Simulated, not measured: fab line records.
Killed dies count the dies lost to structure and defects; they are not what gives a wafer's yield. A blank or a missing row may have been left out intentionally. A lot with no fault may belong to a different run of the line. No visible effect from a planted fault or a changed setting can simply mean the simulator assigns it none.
One fault seen from 2 desks | flow rit_cmos | each desk has only its own numbers; what lay behind them comes last

== METROLOGY DESK ==
Means of the sampled wafers that have a number, per lot and without regard to the tool the lot ran on: this is what the gauges read. A lot is out of limits, marked OUT, if its mean lies more than 4 standard deviations from the usual mean; the brackets give that distance.
Columns: A = SILICIDE_TI_RS at RIT_SILICIDE_RS_MEAS_02, usual 47.8 ohm/sq; B = SILICIDE_TI_THK at RIT_SILICIDE_THK_MEAS_03, usual 30.0 nm
lot  | first seen here | A              | B
L138 | day 3 08:19     | 47.5           | 30.2
L139 | day 3 15:46     | 47.3           | 30.3
L140 | day 3 19:20     | 46.9           | 30.7
L141 | day 3 21:24     | 47.7           | 30.1
L142 | day 4 03:25     | 48.7           | 29.4
L143 | day 4 07:59     | 48.0           | 29.8
L146 | day 5 01:17     | 23.0 (-33) OUT | 54.5 (+55) OUT
L148 | day 5 06:14     | 23.5 (-32) OUT | 53.2 (+52) OUT
L153 | day 6 10:14     | 47.9           | 30.0
L155 | day 6 20:13     | 47.7           | 29.9
L157 | day 7 06:11     | 47.8           | 29.9
L159 | day 7 14:46     | 47.1           | 30.6
L160 | day 7 22:25     | 47.8           | 30.1
L161 | day 8 01:57     | 46.9           | 30.6
This desk's result: L146, L148 out of limits, first on L146 (SILICIDE_TI_RS at RIT_SILICIDE_RS_MEAS_02), day 5 01:17. L138, L139, L140, L141, L142, L143, L153, L155, L157, L159, L160, L161 stayed within limits.

== AT THE TOOL OWNER'S DESK: pvd_sputter-01 ==
The tool's own readings at RIT_SILICIDE_SPUTTER_01 (material Ti, target thk 30 nm, time 240 s): means of the sampled wafers that have a number, for each lot that ran on this tool. A lot is out of limits, marked OUT, if its mean lies more than 4 standard deviations from the usual mean; the brackets give that distance.
Columns: A = throttle_valve_pct at RIT_SILICIDE_SPUTTER_01, usual 30.1 %
lot  | first seen here | A
L138 | day 3 08:10     | 30.0
L140 | day 3 19:07     | 30.6
L142 | day 4 03:14     | 29.7
L146 | day 5 01:08     | 29.8
L148 | day 5 06:05     | 29.0
L160 | day 7 22:16     | 30.5
This desk's verdict: no lot among the 6 shows anything out of limits.

== ALL TOGETHER ==
Metrology desk: alarm possible at day 5 01:17 on L146, L148.
Nothing out of limits was seen by the tool owner's desk.
Tool owner's desk: L146, L148 on record, inside its limits.
Of the lots named, all ran RIT_SILICIDE_SPUTTER_01 on pvd_sputter-01.

== WHAT THE SIMULATOR HAD INSERTED ==
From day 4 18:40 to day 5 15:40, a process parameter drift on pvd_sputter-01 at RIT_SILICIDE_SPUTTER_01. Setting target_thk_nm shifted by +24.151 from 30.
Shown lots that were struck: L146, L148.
Delay in hours, fault start to first out-of-limits reading, per desk: metrology desk 7.
